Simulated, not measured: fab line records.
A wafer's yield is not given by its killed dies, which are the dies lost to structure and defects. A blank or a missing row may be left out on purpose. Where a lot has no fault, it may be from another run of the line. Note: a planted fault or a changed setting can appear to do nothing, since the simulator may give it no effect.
fab line records	flow ritCmos
record: lots: 13	wafers: 39	lastDay: 7
route steps=202 shown GATE@97 NSD@139 PSD@152 NLDD@160 M1@202
lots with no fault: from the same line, run without faults
startH: the number of hours between the record's first day and the start of the first shown wafer of the lot	waitH: hours elapsed since this lot's preceding step	" the same as in the row above	L1.1+2: several wafers, shown together as one row	- either no value or no given start	* or withheld: withheld	< > ~ a bound
route shown NAME@n: a module of which the file shows steps, and the number in the route of the first	usual: mean/standard deviation taken from wafers without a fault	same: alike in all rows	chamber/n: place in a boat	sites: per-site readings	_std_site: the values' standard deviation	_edge_site: inner sites' mean taken away from outer sites' mean	radiusMm: for every site, how far away it sits from the centre of the wafer	mask NAME#n: copy n	behind: tool/chamber where the wafer was last shaped	hold: the reason the lot was held/the length of the hold in hours/how it ended	device: which transistor (n, p or np) failed to switch	end of line: tests run on the same wafers once the route is complete	a step with no rows: only its recipe	killed: dies lost to structure and defects at the first sort, not the wafer's yield	map: per-die view of a wafer (x killed, . not killed, _ where there is no die)
set.NAME: the setting that was run; set.NAME@STEP: the one run at that earlier step	model.NAME: the simulator's own value behind a step, which no gauge read
route steps across a sampled set of lots; one table per step, one row per wafer
services: the hour from which a tool's chamber was out of use, counted from the record's first day as startH (under 0 if before that day), plus the number of hours and why
== steps ==
step: RIT_GATE_CD_MEAS_90
recipe: targetCdNm: 150
usual: cdNm: 149.6/2.5
lot.wafer	tool	chamber	startH	waitH	cdNm
L760.3	cdSem-02	-	42.16	0.1	152.2
L760.4	"	-	"	"	149.9
L760.5	"	-	"	"	150.3
L761.2	cdSem-02	-	43.56	0.1	149.8
L761.4	"	-	"	"	145.4
L761.6	"	-	"	"	147.7
L762.1	cdSem-01	-	52.44	0.1	149.3
L762.2	"	-	"	"	148.3
L762.4	"	-	"	"	149.5
L763.3	cdSem-01	-	54.16	0.1	145.0
L763.4	"	-	"	"	146.5
L763.5	"	-	"	"	145.6
L764.1	cdSem-01	-	60.94	0.1	145.5
L764.3	"	-	"	"	144.6
L764.6	"	-	"	"	147.2
L765.4	cdSem-02	-	63.08	0.1	149.8
L765.5	"	-	"	"	150.7
L765.6	"	-	"	"	150.4
L766.1	cdSem-01	-	67.75	0.1	148.7
L766.4	"	-	"	"	151.2
L766.5	"	-	"	"	150.4
L768.1	cdSem-01	-	78.39	0.1	149.0
L768.4	"	-	"	"	149.3
L768.5	"	-	"	"	149.3
L770.1	cdSem-02	-	87.80	0.1	151.3
L770.2	"	-	"	"	148.5
L770.6	"	-	"	"	149.3
L778.1	cdSem-02	-	126.42	0.1	152.2
L778.3	"	-	"	"	152.3
L778.5	"	-	"	"	151.7
L779.2	cdSem-02	-	131.94	0.1	150.9
L779.3	"	-	"	"	149.7
L779.4	"	-	"	"	150.8
L781.1	cdSem-02	-	142.47	0.1	153.7
L781.4	"	-	"	"	152.2
L781.6	"	-	"	"	154.7
L783.1	cdSem-02	-	151.57	0.1	151.1
L783.2	"	-	"	"	152.8
L783.5	"	-	"	"	152.2
step: RIT_NSD_IMPLANT_08
recipe: species: P	energyKev: 25	doseCm2: 1e+15	tiltDeg: 7
usual: doseIonsCm2: 9.998e+14/9.9e+11	endStationPressureTorr: 7.5e-06/3.7e-07	faradayCurrentUA: 3129/67
same: implantIonAmu: 31
lot.wafer	tool	chamber	startH	waitH	doseIonsCm2	endStationPressureTorr	faradayCurrentUA
L760.3	implanter-03	0	52.79	0.1	9.986e+14	7.9e-06	3041
L760.4	"	0	"	"	9.997e+14	8e-06	3063
L760.5	"	0	"	"	9.996e+14	8.1e-06	3087
L761.2	implanter-02	0	54.81	0.1	9.995e+14	7.6e-06	2990
L761.4	"	0	"	"	9.997e+14	7.3e-06	3249
L761.6	"	0	"	"	1.0002e+15	7.6e-06	3172
L762.1	implanter-03	0	63.18	0.1	1.0009e+15	6.9e-06	3115
L762.2	"	0	"	"	9.983e+14	7.5e-06	3156
L762.4	"	0	"	"	9.995e+14	7.8e-06	3143
L763.3	implanter-02	0	64.75	0.1	9.994e+14	7.8e-06	3277
L763.4	"	0	"	"	9.988e+14	7.3e-06	3107
L763.5	"	0	"	"	1.002e+15	7.8e-06	3182
L764.1	implanter-02	0	71.35	0.1	1.0017e+15	7.4e-06	3102
L764.3	"	0	"	"	1.0007e+15	8.1e-06	3064
L764.6	"	0	"	"	1.0019e+15	8.3e-06	3262
L765.4	implanter-03	0	73.42	0.1	9.992e+14	7.3e-06	3204
L765.5	"	0	"	"	9.98e+14	7.2e-06	3144
L765.6	"	0	"	"	9.991e+14	7.9e-06	3182
L766.1	implanter-03	0	77.91	0.1	1.0002e+15	8e-06	3112
L766.4	"	0	"	"	1.0011e+15	6.9e-06	3160
L766.5	"	0	"	"	1.0007e+15	7.3e-06	3208
L768.1	implanter-03	0	87.90	0.1	1.0181e+15	7.7e-06	3252
L768.4	"	0	"	"	1.0198e+15	7.5e-06	3324
L768.5	"	0	"	"	1.0194e+15	8.2e-06	3142
L770.1	implanter-03	0	97.48	0.1	1.019e+15	8e-06	3236
L770.2	"	0	"	"	1.0188e+15	7.8e-06	3250
L770.6	"	0	"	"	1.0197e+15	7.8e-06	3273
L778.1	implanter-04	0	137.10	0.1	9.997e+14	7.5e-06	3131
L778.3	"	0	"	"	1.0013e+15	7.5e-06	3048
L778.5	"	0	"	"	1.0007e+15	8.2e-06	3137
L779.2	implanter-02	0	142.63	0.1	9.994e+14	7.5e-06	3121
L779.3	"	0	"	"	1.0003e+15	7.6e-06	3102
L779.4	"	0	"	"	9.995e+14	7.7e-06	3226
L781.1	implanter-04	0	152.26	0.1	9.996e+14	7.2e-06	3127
L781.4	"	0	"	"	9.991e+14	6.5e-06	3196
L781.6	"	0	"	"	1.0008e+15	7.1e-06	3168
L783.1	implanter-02	0	161.34	0.1	9.997e+14	7.7e-06	3263
L783.2	"	0	"	"	9.989e+14	7.6e-06	3173
L783.5	"	0	"	"	1.0022e+15	7.5e-06	3285
step: RIT_PSD_TW_MEAS_10
usual: PSD_TW: 3417/48
lot.wafer	tool	chamber	startH	waitH	PSD_TW
L760.3	filmMetro-04	-	54.65	0.1	3399
L760.4	"	-	"	"	3388
L760.5	"	-	"	"	3372
L761.2	filmMetro-03	-	56.54	0.1	3370
L761.4	"	-	"	"	3379
L761.6	"	-	"	"	3376
L762.1	filmMetro-04	-	64.93	0.1	3412
L762.2	"	-	"	"	3393
L762.4	"	-	"	"	3414
L763.3	filmMetro-03	-	66.59	0.1	3368
L763.4	"	-	"	"	3369
L763.5	"	-	"	"	3369
L764.1	filmMetro-02	-	73.22	0.1	3484
L764.3	"	-	"	"	3511
L764.6	"	-	"	"	3501
L765.4	filmMetro-02	-	75.25	0.1	3501
L765.5	"	-	"	"	3492
L765.6	"	-	"	"	3484
L766.1	filmMetro-02	-	79.78	0.1	3480
L766.4	"	-	"	"	3507
L766.5	"	-	"	"	3504
L768.1	filmMetro-03	-	89.65	0.1	3377
L768.4	"	-	"	"	3384
L768.5	"	-	"	"	3384
L770.1	filmMetro-04	-	99.35	0.1	3391
L770.2	"	-	"	"	3398
L770.6	"	-	"	"	3404
L778.1	filmMetro-02	-	138.97	0.1	3489
L778.3	"	-	"	"	3493
L778.5	"	-	"	"	3497
L779.2	filmMetro-03	-	144.63	0.1	3361
L779.3	"	-	"	"	3389
L779.4	"	-	"	"	3378
L781.1	filmMetro-03	-	154.00	0.1	3390
L781.4	"	-	"	"	3397
L781.6	"	-	"	"	3389
L783.1	filmMetro-03	-	163.11	0.1	3404
L783.2	"	-	"	"	3393
L783.5	"	-	"	"	3387
step: RIT_SDANNEAL_RS_MEAS_05
recipe: thkMeasGauge: four-point-probe
usual: NSD_RS: 84.49/0.29
lot.wafer	tool	chamber	startH	waitH	NSD_RS[ohm/sq]
L760.3	filmMetro-02	-	55.31	0.1	84.53
L760.4	"	-	"	"	84.54
L760.5	"	-	"	"	84.37
L761.2	filmMetro-02	-	57.17	0.1	84.96
L761.4	"	-	"	"	84.66
L761.6	"	-	"	"	84.59
L762.1	filmMetro-02	-	65.55	0.1	84.52
L762.2	"	-	"	"	84.01
L762.4	"	-	"	"	84.67
L763.3	filmMetro-04	-	67.22	0.1	84.30
L763.4	"	-	"	"	84.40
L763.5	"	-	"	"	84.09
L764.1	filmMetro-04	-	73.83	0.1	84.97
L764.3	"	-	"	"	84.70
L764.6	"	-	"	"	84.83
L765.4	filmMetro-04	-	75.88	0.1	85.18
L765.5	"	-	"	"	84.81
L765.6	"	-	"	"	85.06
L766.1	filmMetro-02	-	80.40	0.1	84.32
L766.4	"	-	"	"	84.32
L766.5	"	-	"	"	83.83
L768.1	filmMetro-03	-	90.26	0.1	83.52
L768.4	"	-	"	"	83.38
L768.5	"	-	"	"	83.18
L770.1	filmMetro-03	-	99.96	0.1	82.69
L770.2	"	-	"	"	83.10
L770.6	"	-	"	"	82.61
L778.1	filmMetro-04	-	139.58	0.1	84.66
L778.3	"	-	"	"	84.88
L778.5	"	-	"	"	84.66
L779.2	filmMetro-03	-	145.25	0.1	84.28
L779.3	"	-	"	"	84.05
L779.4	"	-	"	"	84.30
L781.1	filmMetro-02	-	154.61	0.1	84.30
L781.4	"	-	"	"	84.20
L781.6	"	-	"	"	84.15
L783.1	filmMetro-03	-	163.73	0.1	84.55
L783.2	"	-	"	"	84.35
L783.5	"	-	"	"	84.25
step: RIT_SDANNEAL_RS_MEAS_07
recipe: thkMeasGauge: four-point-probe
usual: NLDD_RS: 151.5/0.69
lot.wafer	tool	chamber	startH	waitH	NLDD_RS[ohm/sq]
L760.3	filmMetro-02	-	55.55	0.1	151.6
L760.4	"	-	"	"	151.8
L760.5	"	-	"	"	151.2
L761.2	filmMetro-02	-	57.41	0.1	151.4
L761.4	"	-	"	"	151.8
L761.6	"	-	"	"	151.2
L762.1	filmMetro-02	-	65.79	0.1	151.3
L762.2	"	-	"	"	150.9
L762.4	"	-	"	"	151.2
L763.3	filmMetro-04	-	67.46	0.1	152.7
L763.4	"	-	"	"	153.2
L763.5	"	-	"	"	152.6
L764.1	filmMetro-04	-	74.07	0.1	152.3
L764.3	"	-	"	"	152.2
L764.6	"	-	"	"	151.5
L765.4	filmMetro-04	-	76.12	0.1	152.7
L765.5	"	-	"	"	152.4
L765.6	"	-	"	"	153.1
L766.1	filmMetro-02	-	80.64	0.1	150.6
L766.4	"	-	"	"	151.2
L766.5	"	-	"	"	150.6
L768.1	filmMetro-03	-	90.50	0.1	151.1
L768.4	"	-	"	"	150.5
L768.5	"	-	"	"	150.4
L770.1	filmMetro-03	-	100.20	0.1	151.2
L770.2	"	-	"	"	151.6
L770.6	"	-	"	"	151.7
L778.1	filmMetro-04	-	139.82	0.1	152.0
L778.3	"	-	"	"	152.1
L778.5	"	-	"	"	152.0
L779.2	filmMetro-03	-	145.49	0.1	152.0
L779.3	"	-	"	"	151.5
L779.4	"	-	"	"	151.9
L781.1	filmMetro-02	-	154.85	0.1	151.4
L781.4	"	-	"	"	152.4
L781.6	"	-	"	"	152.0
L783.1	filmMetro-03	-	163.97	0.1	150.6
L783.2	"	-	"	"	150.6
L783.5	"	-	"	"	150.4
step: RIT_M1_PROBE_99
usual: killed_at_M0_to_M3: 0.0/0.083	killedAtContacts: 0.1/0.24	killedAtFrontEnd: 7.1/2.8	killedDies: 7.2/2.8	killedOpen: 3.6/2.1	killedShort: 3.6/1.9
same: grossDies: 264	killed_at_M4_up: 0	killedAtBackSide: 0	killedAtOther: 0
lot.wafer	tool	chamber	startH	waitH	killed_at_M0_to_M3	killedAtContacts	killedAtFrontEnd	killedDies	killedOpen	killedShort
L760.3	prober-01	-	62.80	0.2	0	0	6	6	3	3
L760.4	prober-01	-	62.85	0.2	0	0	11	11	3	8
L760.5	prober-01	-	62.90	0.2	0	0	6	6	4	2
L761.2	prober-02	-	65.49	0.1	0	0	7	7	4	3
L761.4	prober-02	-	65.59	0.2	0	0	10	10	5	5
L761.6	prober-02	-	65.69	0.2	0	0	9	9	2	7
L762.1	prober-01	-	72.85	0.1	0	0	12	12	5	7
L762.2	prober-01	-	72.90	0.1	0	0	10	10	6	4
L762.4	prober-01	-	73.00	0.2	0	0	7	7	2	5
L763.3	prober-02	-	74.70	0.2	0	0	5	5	2	3
L763.4	prober-02	-	74.75	0.2	0	1	6	7	3	4
L763.5	prober-02	-	74.80	0.2	0	0	8	8	6	2
L764.1	prober-01	-	81.22	0.1	0	0	9	9	4	5
L764.3	prober-01	-	81.32	0.2	0	0	6	6	2	4
L764.6	prober-01	-	81.47	0.2	0	0	5	5	5	0
L765.4	prober-02	-	83.31	0.2	0	0	11	11	9	2
L765.5	prober-02	-	83.36	0.2	0	1	2	3	2	1
L765.6	prober-02	-	83.41	0.2	0	0	3	3	3	0
L766.1	prober-01	-	87.56	0.1	0	0	4	4	2	2
L766.4	prober-01	-	87.71	0.2	0	0	6	6	3	3
L766.5	prober-01	-	87.76	0.2	0	0	4	4	2	2
L768.1	prober-01	-	97.79	0.1	0	0	12	12	6	6
L768.4	prober-01	-	97.94	0.2	0	0	6	6	4	2
L768.5	prober-01	-	97.99	0.2	0	0	13	13	7	6
L770.1	prober-02	-	107.36	0.1	0	0	9	9	3	6
L770.2	prober-02	-	107.41	0.1	0	0	2	2	2	0
L770.6	prober-02	-	107.61	0.2	0	0	2	2	0	2
L778.1	prober-02	-	146.75	0.1	0	0	10	10	5	5
L778.3	prober-02	-	146.85	0.2	0	1	12	13	7	6
L778.5	prober-02	-	146.95	0.2	0	0	7	7	3	4
L779.2	prober-01	-	153.07	0.1	0	0	5	5	3	2
L779.3	prober-01	-	153.12	0.2	0	0	9	9	4	5
L779.4	prober-01	-	153.17	0.2	0	0	7	7	2	5
L781.1	prober-01	-	161.88	0.1	0	0	10	10	6	4
L781.4	prober-01	-	162.03	0.2	0	0	5	5	0	5
L781.6	prober-01	-	162.13	0.2	0	0	8	8	2	6
L783.1	prober-02	-	178.67	0.1	1	0	5	6	2	4
L783.2	prober-02	-	178.72	0.1	0	0	8	8	6	2
L783.5	prober-02	-	178.87	0.2	0	1	7	8	5	3
killed by level:class
L760.3 SILICIDE:geometricParticle:open=2 FOX2:geometricParticle:short=1 GATE:geometricParticle:open=1 GATE:geometricParticle:short=1 REOX:geometricParticle:short=1
L760.4 GATE:geometricParticle:short=7 FOX1:geometricParticle:short=1 FOX1:geometricParticle:open=1 REOX:geometricParticle:open=1 SPACER:geometricParticle:open=1
L760.5 GATE:geometricParticle:open=3 SPACER:geometricParticle:short=2 FOX2:geometricParticle:open=1
L761.2 GATE:geometricParticle:open=2 REOX:geometricParticle:short=2 FOX1:geometricParticle:open=1 GATE:geometricParticle:short=1 REOX:geometricParticle:open=1
L761.4 GATE:geometricParticle:short=2 GATE:geometricParticle:open=2 FOX2:geometricParticle:short=1 FOX2:geometricParticle:open=1 REOX:geometricParticle:open=1 REOX:geometricParticle:short=1 SILICIDE:geometricParticle:open=1 SILICIDE:geometricParticle:short=1
L761.6 FOX1:geometricParticle:short=3 GATE:geometricParticle:open=2 GATE:geometricParticle:short=2 REOX:geometricParticle:short=2
L762.1 FOX1:geometricParticle:open=2 REOX:geometricParticle:short=2 SPACER:geometricParticle:short=2 SPACER:geometricParticle:open=2 FOX1:geometricParticle:short=1 FOX2:geometricParticle:short=1 GATE:geometricParticle:short=1 REOX:geometricParticle:open=1
L762.2 GATE:geometricParticle:open=3 REOX:geometricParticle:open=2 REOX:geometricParticle:short=2 FOX1:geometricParticle:short=1 SPACER:geometricParticle:open=1 SPACER:geometricParticle:short=1
L762.4 GATE:geometricParticle:short=3 FOX1:geometricParticle:short=1 REOX:geometricParticle:short=1 SPACER:geometricParticle:open=1 SILICIDE:geometricParticle:open=1
L763.3 FOX1:geometricParticle:short=2 SILICIDE:geometricParticle:open=2 SILICIDE:geometricParticle:short=1
L763.4 SPACER:geometricParticle:open=2 FOX1:geometricParticle:short=1 FOX1:geometricParticle:open=1 REOX:geometricParticle:short=1 SILICIDE:geometricParticle:short=1 CONTACT:geometricParticle:short=1
L763.5 SILICIDE:geometricParticle:open=3 GATE:geometricParticle:open=2 GATE:geometricParticle:short=1 REOX:geometricParticle:short=1 SPACER:geometricParticle:open=1
L764.1 SPACER:geometricParticle:short=2 SILICIDE:geometricParticle:open=2 FOX1:geometricParticle:open=1 FOX2:geometricParticle:short=1 GATE:geometricParticle:short=1 REOX:geometricParticle:open=1 SILICIDE:geometricParticle:short=1
L764.3 FOX2:geometricParticle:short=1 GATE:geometricParticle:short=1 SPACER:geometricParticle:open=1 SPACER:geometricParticle:short=1 SILICIDE:geometricParticle:short=1 SILICIDE:geometricParticle:open=1
L764.6 SPACER:geometricParticle:open=4 FOX1:geometricParticle:open=1
L765.4 GATE:geometricParticle:open=5 REOX:geometricParticle:open=2 FOX1:geometricParticle:open=1 GATE:geometricParticle:short=1 REOX:geometricParticle:short=1 SPACER:geometricParticle:open=1
L765.5 FOX2:geometricParticle:short=1 GATE:geometricParticle:open=1 CONTACT:geometricParticle:open=1
L765.6 REOX:geometricParticle:open=2 SILICIDE:geometricParticle:open=1
L766.1 FOX1:geometricParticle:open=1 GATE:geometricParticle:short=1 REOX:geometricParticle:open=1 REOX:geometricParticle:short=1
L766.4 FOX2:geometricParticle:short=2 GATE:geometricParticle:open=2 GATE:geometricParticle:short=1 SPACER:geometricParticle:open=1
L766.5 FOX2:geometricParticle:open=1 GATE:geometricParticle:short=1 REOX:geometricParticle:short=1 SILICIDE:geometricParticle:open=1
L768.1 GATE:geometricParticle:open=3 FOX2:geometricParticle:open=2 SPACER:geometricParticle:short=2 FOX1:geometricParticle:short=1 FOX2:geometricParticle:short=1 GATE:geometricParticle:short=1 REOX:geometricParticle:short=1 SPACER:geometricParticle:open=1
L768.4 SILICIDE:geometricParticle:open=2 GATE:geometricParticle:short=1 REOX:geometricParticle:open=1 REOX:geometricParticle:short=1 SPACER:geometricParticle:open=1
L768.5 GATE:geometricParticle:open=3 FOX1:geometricParticle:short=2 SPACER:geometricParticle:short=2 FOX1:geometricParticle:open=1 FOX2:geometricParticle:open=1 GATE:geometricParticle:short=1 REOX:geometricParticle:short=1 SPACER:geometricParticle:open=1
L770.1 SILICIDE:geometricParticle:short=3 FOX2:geometricParticle:short=1 GATE:geometricParticle:open=1 REOX:geometricParticle:short=1 REOX:geometricParticle:open=1 SPACER:geometricParticle:short=1 SILICIDE:geometricParticle:open=1
L770.2 REOX:geometricParticle:open=1 SILICIDE:geometricParticle:open=1
L770.6 FOX1:geometricParticle:short=1 SPACER:geometricParticle:short=1
L778.1 GATE:geometricParticle:short=4 GATE:geometricParticle:open=3 FOX1:geometricParticle:open=1 SILICIDE:geometricParticle:short=1 REOX:geometricParticle:open=1
L778.3 GATE:geometricParticle:short=3 GATE:geometricParticle:open=2 SILICIDE:geometricParticle:open=2 FOX1:geometricParticle:open=1 FOX2:geometricParticle:open=1 REOX:geometricParticle:short=1 REOX:geometricParticle:open=1 SILICIDE:geometricParticle:short=1
L778.5 FOX1:geometricParticle:short=1 FOX2:geometricParticle:short=1 GATE:geometricParticle:open=1 GATE:geometricParticle:short=1 REOX:geometricParticle:open=1 SILICIDE:geometricParticle:short=1 SILICIDE:geometricParticle:open=1
L779.2 REOX:geometricParticle:open=3 FOX1:geometricParticle:short=2
L779.3 FOX1:geometricParticle:open=2 FOX2:geometricParticle:short=2 SILICIDE:geometricParticle:short=2 GATE:geometricParticle:open=1 REOX:geometricParticle:open=1 SPACER:geometricParticle:short=1
L779.4 FOX1:geometricParticle:short=2 GATE:geometricParticle:short=2 FOX1:geometricParticle:open=1 SPACER:geometricParticle:short=1 SPACER:geometricParticle:open=1
L781.1 GATE:geometricParticle:open=4 GATE:geometricParticle:short=2 FOX1:geometricParticle:open=1 FOX2:geometricParticle:open=1 SPACER:geometricParticle:short=1 SILICIDE:geometricParticle:short=1
L781.4 GATE:geometricParticle:short=2 FOX1:geometricParticle:short=1 SPACER:geometricParticle:short=1 SILICIDE:geometricParticle:short=1
L781.6 GATE:geometricParticle:short=2 GATE:geometricParticle:open=2 SPACER:geometricParticle:short=2 SILICIDE:geometricParticle:short=2
L783.1 GATE:geometricParticle:short=3 REOX:geometricParticle:open=2 M1:geometricParticle:short=1
L783.2 GATE:geometricParticle:open=3 GATE:geometricParticle:short=2 SPACER:geometricParticle:open=2 REOX:geometricParticle:open=1
L783.5 SILICIDE:geometricParticle:open=2 GATE:geometricParticle:open=1 REOX:geometricParticle:short=1 REOX:geometricParticle:open=1 SPACER:geometricParticle:open=1 SPACER:geometricParticle:short=1 CONTACT:geometricParticle:short=1
== services ==
tool	chamber	startH	hours	kind
implanter-04	-	36.05	80.3	repair
implanter-04	-	95.03	3.4	repair
implanter-04	-	111.67	1.7	repair
implanter-04	-	116.35	11.3	pm
implanter-03	-	123.77	4.4	pm
implanter-03	-	124.83	2.8	repair
implanter-04	-	127.63	4.0	pm
implanter-04	-	131.66	2.2	pm
implanter-03	-	145.00	1.8	repair
== key ==
firstSign: step: RIT_NSD_IMPLANT_08	reading: doseIonsCm2	direction: up	sigmas: 19	usual: 9.998e+14	struck: 1.0192e+15
effect: step: RIT_NSD_IMPLANT_08	reading: faradayCurrentUA	direction: up	sigmas: 1.7	usual: 3129	struck: 3246
effect: step: RIT_SDANNEAL_RS_MEAS_05	reading: NSD_RS	direction: down	sigmas: 4.9	usual: 84.49	struck: 83.08
metAt RIT_NSD_IMPLANT_08
struckLots L768,L770
testerLeftOut L768,L770
notActingAt RIT_GATE_CD_MEAS_90,RIT_PSD_TW_MEAS_10,RIT_SDANNEAL_RS_MEAS_07
onsetBetween 77.91 87.90
fault: kind: processParameterDrift	tool: implanter-03	chamber: -	onsetH: 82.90	steps: RIT_NSD_IMPLANT_08	channel: doseCm2	offset: 1.9729e+13	shape: step	endH: 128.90	actsIn: theseRecipesOnly	stated: 1e+15
testerLeftOut: of these lots the tester's yield and bins aren't shown, on N5 and GAA mostly nor the transistor test; their killed dies are dies lost to structure and defects alone, not to doping, threshold or leakage, so they don't give the yield
